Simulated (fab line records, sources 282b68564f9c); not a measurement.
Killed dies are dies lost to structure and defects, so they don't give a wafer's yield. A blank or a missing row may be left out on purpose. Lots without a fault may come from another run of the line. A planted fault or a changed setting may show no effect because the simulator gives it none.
A struck lot beside a sound one | flow rit_cmos | 15 steps out of a route of 202
Sound: wafers L778.4, L778.5, L778.6. Struck: wafers L774.1, L774.2, L774.6. The cause comes at the end.
At each step with rows: each side's tool, then ch and its chambers, then its first start. Under that, the readings that differ: sound wafers | struck wafers | difference of the means | sigmas: that difference in standard deviations of wafers without a fault.
alike: readings whose means differ by less than 2 such deviations, and words and numbers that are the same on both sides. not compared: withheld readings, readings that some wafer has no value for, bounds like >300 that may hide the same value, and numbers for which the record gives no deviation and whose values overlap.
The two part at a step that has a row with sigmas, a row that says differs or no value, or rows on one side only. Numbers that don't overlap but have no deviation are shown without sigmas and don't part them. A reading that every wafer of one side lacks parts them only if that side has two wafers or more.

RIT_NSD_TW_MEAS_10:
  sound on film_metro-04, day 6 15:56; struck on film_metro-02, day 5 17:16
  alike: NSD_TW
then, 6 steps without rows for these wafers: RIT_PSD_HMDS_00 (prime time 60 s); RIT_PSD_COAT_01 (resist thk 1000 nm); RIT_PSD_SOFTBAKE_02 (time 60 s); RIT_PSD_EXPOSE_03 (exposes mask M10, target cd 40900 nm); RIT_PSD_PEB_04; RIT_PSD_DEVELOP_05 (develop time 50 s).
RIT_PSD_OVL_MEAS_06:
  sound on overlay-01, day 6 17:01; struck on overlay-02, day 5 18:18
  reading      | sound          | struck      | difference | sigmas
  PSD_OVL (nm) | -2.6 -3.4 -1.6 | 0.2 1.7 1.6 | +3.7       | +2
then, 2 steps without rows for these wafers: RIT_PSD_HARDBAKE_07 (time 60 s); RIT_PSD_IMPLANT_08.
RIT_PSD_STRIP_09: strips in O2, time 180 s.
  sound on plasma_asher-03 ch 0,1, day 6 17:23; struck on plasma_asher-03 ch 0,1, day 5 18:38
  alike: drypump_motor_current_A
  not compared: rf_hours_counter_h
RIT_PSD_TW_MEAS_10:
  sound on film_metro-04, day 6 17:32; struck on film_metro-04, day 5 18:49
  alike: PSD_TW
RIT_SDANNEAL_CLEAN_00: cleans in SC1, time 600 s.
  sound on wet_bench-03 ch 2, day 6 17:34; struck on wet_bench-01 ch 3, day 5 18:52
  reading    | sound             | struck            | difference | sigmas
  temp_c (C) | 74.94 74.82 74.74 | 74.38 74.42 74.45 | -0.42      | -3
then, 1 step without rows for these wafers: RIT_SDANNEAL_CLEAN_01 (cleans in dHF, time 30 s).
RIT_M1_PROBE_99:
  the record has rows for the struck wafers here (prober-02, day 6 02:42) and none for the sound ones

WHERE THEY PART
First at RIT_PSD_OVL_MEAS_06; last, within this record, at RIT_M1_PROBE_99.

WHY: what the simulator had put in
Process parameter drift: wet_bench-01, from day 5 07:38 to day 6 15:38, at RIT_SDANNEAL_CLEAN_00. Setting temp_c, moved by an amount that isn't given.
